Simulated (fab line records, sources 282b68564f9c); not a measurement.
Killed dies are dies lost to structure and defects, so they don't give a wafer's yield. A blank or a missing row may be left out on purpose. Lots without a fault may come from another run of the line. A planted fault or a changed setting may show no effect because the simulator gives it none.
Which tool did it? | flow rit_cmos | 7 lots, 21 wafers sampled, at 2 steps of a route of 202

WHAT THE GAUGES READ, wafer by wafer
RIT_PLDD_OVL_MEAS_06.
lot  | measured    | on         | PLDD_OVL (nm)
L303 | day 3 06:43 | overlay-01 | 0.7 0.5 2.1
L308 | day 4 05:56 | overlay-02 | 1.9 -0.2 -0.1
L311 | day 4 20:13 | overlay-01 | -1.4 -0.8 0.3
L314 | day 5 08:14 | overlay-02 | -0.7 -0.5 -1.4
L318 | day 6 03:47 | overlay-01 | 1.2 0.0 1.2
L321 | day 6 17:53 | overlay-01 | 3185.5 3184.1 3185.2 3183.0 3182.0 3182.8
L325 | day 7 13:37 | overlay-02 | 0.6 0.7 -0.3

WHICH TOOL RAN EACH LOT (tool, then ch and the chambers of the sampled wafers, then the start)
lot  | RIT_PLDD_EXPOSE_03
L303 | iline_stepper-02 ch 0, day 3 06:13
L308 | iline_stepper-01 ch 0, day 4 05:20
L311 | iline_stepper-01 ch 0, day 4 19:49
L314 | iline_stepper-02 ch 0, day 5 07:51
L318 | iline_stepper-01 ch 0, day 6 03:23
L321 | iline_stepper-02 ch 0, day 6 17:32
L325 | iline_stepper-01 ch 0, day 7 13:13
- RIT_PLDD_EXPOSE_03: exposes mask M8, target cd 40900 nm.

THE ANSWER, worked out from the rows above alone
Rule: what is usual is taken from the lots themselves. Put in order of their means at a reading, lots are off if they are a third of the lots or fewer, leave a main group of 4 or more, and stand apart from it by a gap of 3 or more times the standard deviation of the main group's means; of several such gaps the widest counts. A main group whose means are all the same, to the digits that the tables above print for the reading, isn't used. A lot without any number at a reading at which 4 lots or more have one is off too. The other lots that the step has rows for count as sound.
Off: L321, at RIT_PLDD_OVL_MEAS_06 (PLDD_OVL). The main group: mean 0.2 nm, standard deviation 0.72.
A tool fits if, at a process step before that reading, it ran every lot that is off, and no sound lot after the first of them. The gauges at RIT_PLDD_OVL_MEAS_06 are tried like those tools. Can't be told from this: 2 tools fit, iline_stepper-02 at RIT_PLDD_EXPOSE_03, overlay-01 at RIT_PLDD_OVL_MEAS_06.

WHAT THE SIMULATOR HAD PUT IN
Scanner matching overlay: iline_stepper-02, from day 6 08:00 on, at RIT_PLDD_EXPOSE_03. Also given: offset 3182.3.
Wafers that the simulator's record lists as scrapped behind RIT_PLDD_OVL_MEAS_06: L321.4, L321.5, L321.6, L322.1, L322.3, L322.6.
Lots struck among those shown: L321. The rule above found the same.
